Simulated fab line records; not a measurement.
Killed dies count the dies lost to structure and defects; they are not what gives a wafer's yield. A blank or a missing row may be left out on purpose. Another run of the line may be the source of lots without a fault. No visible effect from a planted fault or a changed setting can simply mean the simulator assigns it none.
Which of the tools did it?    flow berkeleyCmos170    Sampling: 15 lots, 45 wafers, 5 of 331 route steps

== WHAT EACH GAUGE READ, for each wafer ==
UCB170_NWELL_THK_MEAS_02.
lot   measured     on            NWELL_OXIDE_THK (nm)
L789  day 2 17:27  filmMetro-04  25.9 26.4 25.8
L790  day 2 17:31  filmMetro-03  26.6 26.5 26.2
L793  day 3 08:43  filmMetro-04  26.9 26.9 26.7
L794  day 3 12:32  filmMetro-04  27.5 26.9 27.2
L795  day 3 12:34  filmMetro-03  26.6 27.1 26.7
L796  day 3 21:02  filmMetro-04  26.2 26.3 26.7
L798  day 4 04:59  filmMetro-01  26.6 27.0 26.5
L797  day 4 05:00  filmMetro-04  25.9 25.4 26.1
L800  day 4 11:50  filmMetro-01  26.5 26.3 26.4
L802  day 5 04:24  filmMetro-03  26.1 26.7 26.4
L803  day 5 09:45  filmMetro-04  26.2 26.3 26.1
L805  day 5 19:29  filmMetro-03  25.7 25.8 25.9
L807  day 6 02:22  filmMetro-01  26.4 26.5 26.6
L809  day 6 10:44  filmMetro-04  26.3 26.4 26.4
L811  day 6 22:10  filmMetro-03  26.8 26.4 26.8

UCB170_PFIELD_TW_MEAS_09.
lot   measured      on            PFIELD_TW
L789  day 5 16:47   filmMetro-01  604 603 602
L790  day 5 16:56   filmMetro-03  595 597 597
L793  day 6 03:14   filmMetro-01  600 603 601
L794  day 6 10:05   filmMetro-04  610 614 613
L795  day 6 10:20   filmMetro-03  599 596 596
L796  day 6 17:56   filmMetro-03  596 598 595
L798  day 7 01:47   filmMetro-04  614 610 612
L797  day 7 01:45   filmMetro-03  598 596 596
L800  day 7 10:09   filmMetro-04  611 615 611
L802  day 7 22:11   filmMetro-03  599 599 598
L803  day 8 15:22   filmMetro-03  556 559 554
L805  day 8 20:03   filmMetro-03  559 559 560
L807  day 9 03:14   filmMetro-01  564 565 567
L809  day 9 12:59   filmMetro-04  613 614 612
L811  day 10 04:46  filmMetro-04  611 614 612

UCB170_V1_THK_MEAS_04.
lot   measured      on            V1_POLISHED_THK (nm)
L789  day 9 09:18   filmMetro-03  1001.6 999.0 999.6
L790  day 9 10:38   filmMetro-03  1000.0 1001.0 998.7
L793  day 9 22:06   filmMetro-04  999.1 998.8 999.9
L794  day 9 20:44   filmMetro-04  1000.6 997.8 998.9
L795  day 9 22:06   filmMetro-03  1000.5 999.7 999.1
L796  day 10 16:49  filmMetro-04  998.4 1000.5 1000.7
L798  day 10 20:19  filmMetro-01  1001.5 1000.9 1000.7
L797  day 10 20:01  filmMetro-04  999.9 1000.9 1000.5
L800  day 10 21:21  filmMetro-04  998.1 999.5 999.5
L802  day 11 20:17  filmMetro-01  999.2 999.3 1000.0
L803  day 12 03:30  filmMetro-04  999.9 999.6 1000.1
L805  day 12 15:06  filmMetro-04  1000.6 1001.6 1000.7
L807  day 12 12:47  filmMetro-03  1000.7 1000.5 999.1
L809  day 13 00:06  filmMetro-01  1000.7 1000.6 999.7
L811  day 13 17:25  filmMetro-03  1000.4 999.8 1000.4

== WHICH TOOL RAN EACH LOT (tool, then ch and the chambers of the sampled wafers, then the start) ==
lot   UCB170_PFIELD_IMPLANT_07         UCB170_CONTACT_STRIP_06
L789  implanter-02 ch 0, day 5 16:32   plasmaAsher-02 ch 0,1, day 9 03:26
L790  implanter-03 ch 0, day 5 16:41   plasmaAsher-04 ch 0,1, day 9 03:31
L793  implanter-03 ch 0, day 6 03:01   plasmaAsher-02 ch 0,1, day 9 14:07
L794  implanter-03 ch 0, day 6 09:50   plasmaAsher-03 ch 0,1, day 9 12:44
L795  implanter-01 ch 0, day 6 10:07   plasmaAsher-04 ch 0,1, day 9 14:17
L796  implanter-03 ch 0, day 6 17:42   plasmaAsher-04 ch 0,1, day 10 10:23
L798  implanter-03 ch 0, day 7 01:32   plasmaAsher-03 ch 0,1, day 10 12:13
L797  implanter-01 ch 0, day 7 01:31   plasmaAsher-02 ch 0,1, day 10 12:10
L800  implanter-03 ch 0, day 7 09:54   plasmaAsher-04 ch 0,1, day 10 14:37
L802  implanter-01 ch 0, day 7 21:58   plasmaAsher-04 ch 0,1, day 11 14:04
L803  implanter-03 ch 0, day 8 15:07   plasmaAsher-03 ch 0, day 11 19:35
L805  implanter-03 ch 0, day 8 19:49   plasmaAsher-03 ch 0, day 12 07:59
L807  implanter-03 ch 0, day 9 02:59   plasmaAsher-04 ch 0,1, day 12 06:10
L809  implanter-02 ch 0, day 9 12:45   plasmaAsher-04 ch 0,1, day 12 17:37
L811  implanter-02 ch 0, day 10 04:31  plasmaAsher-02 ch 0,1, day 13 11:53
- UCB170_PFIELD_IMPLANT_07
- UCB170_CONTACT_STRIP_06: strips in O2.

== WHAT THE TOOLS THEMSELVES READ (means of the sampled wafers that have a number; where no wafer has one, the mark that the record gives instead) ==
UCB170_PFIELD_IMPLANT_07.
lot   tool          beamOnS (s)  faradayCurrentUA
L789  implanter-02  10.09        62.9
L790  implanter-03  9.98         63.6
L793  implanter-03  10.03        63.2
L794  implanter-03  9.95         63.6
L795  implanter-01  9.95         63.7
L796  implanter-03  9.83         64.5
L798  implanter-03  9.88         64.1
L797  implanter-01  10.02        63.1
L800  implanter-03  10.12        62.6
L802  implanter-01  9.87         64.2
L803  implanter-03  8.12         78.4
L805  implanter-03  8.17         77.6
L807  implanter-03  8.09         78.5
L809  implanter-02  10.10        63.1
L811  implanter-02  10.05        63.2

UCB170_CONTACT_STRIP_06.
lot   tool            drypumpMotorCurrentA (A)  oesProductAu (a.u.)  stripTimeToEndpointS (s)
L789  plasmaAsher-02  6.4                       0.733                21.92
L790  plasmaAsher-04  5.1                       0.737                21.96
L793  plasmaAsher-02  6.3                       0.733                22.09
L794  plasmaAsher-03  5.1                       0.736                22.06
L795  plasmaAsher-04  5.2                       0.737                21.96
L796  plasmaAsher-04  5.1                       0.740                22.10
L798  plasmaAsher-03  5.1                       0.736                21.99
L797  plasmaAsher-02  6.4                       0.731                22.03
L800  plasmaAsher-04  5.2                       0.733                22.01
L802  plasmaAsher-04  5.1                       0.737                22.02
L803  plasmaAsher-03  6.0                       0.733                21.96
L805  plasmaAsher-03  6.0                       0.732                21.98
L807  plasmaAsher-04  5.1                       0.737                21.97
L809  plasmaAsher-04  5.2                       0.729                22.10
L811  plasmaAsher-02  6.3                       0.737                21.97

== THE ANSWER, worked out from the rows above alone ==
Rule: the lots themselves supply what counts as usual. The widest of any qualifying gaps counts: lots, ordered by their means at a reading, are off when they make up no more than a third of the lots, leave a main group of 4 or more, and stand apart from it by 3 or more times the standard deviation of that group's means. The tables above print the reading to a certain number of digits; a main group whose means all agree to those digits is not used. A lot without any number at a reading at which 4 lots or more have one is off too. Any other lot the step has rows for is counted as sound. First the gauges in route order, then the tools' own readings, where a lot's mean is used as printed above. The first step at which some lot is off is used, and at that step the reading that is off furthest; a lot without a number counts as furthest.
Off: L803, L805, L807, seen at UCB170_PFIELD_TW_MEAS_09 (PFIELD_TW). For the main group the mean is 604 and the standard deviation 7.1.
If a tool, at a process step before that reading, ran all the lots that are off and no sound lot after the first of them, it fits. Not tried: the gauges at UCB170_PFIELD_TW_MEAS_09; whatever is off there is also off at UCB170_PFIELD_IMPLANT_07, on other tools, and gauge error can't account for it. One fits: implanter-03 at UCB170_PFIELD_IMPLANT_07. Its last sound lot is L800 (day 7 09:54), its first lot that is off L803 (day 8 15:07): a fault that began between those two fits.
The tool's own readings at UCB170_PFIELD_IMPLANT_07 bear it out: on the lots that are off they differ by more than 5 times the standard deviation of the sound lots' means. beamOnS reads 8.13 s there against 9.99 s on the sound lots; faradayCurrentUA reads 78.2 there against 63.5 on the sound lots.

== WHAT THE SIMULATOR HAD INSERTED ==
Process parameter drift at UCB170_PFIELD_IMPLANT_07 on implanter-03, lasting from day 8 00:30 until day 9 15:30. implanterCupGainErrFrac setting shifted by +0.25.
Lots struck among those shown: L803, L805, L807. The rule above reached the same finding.
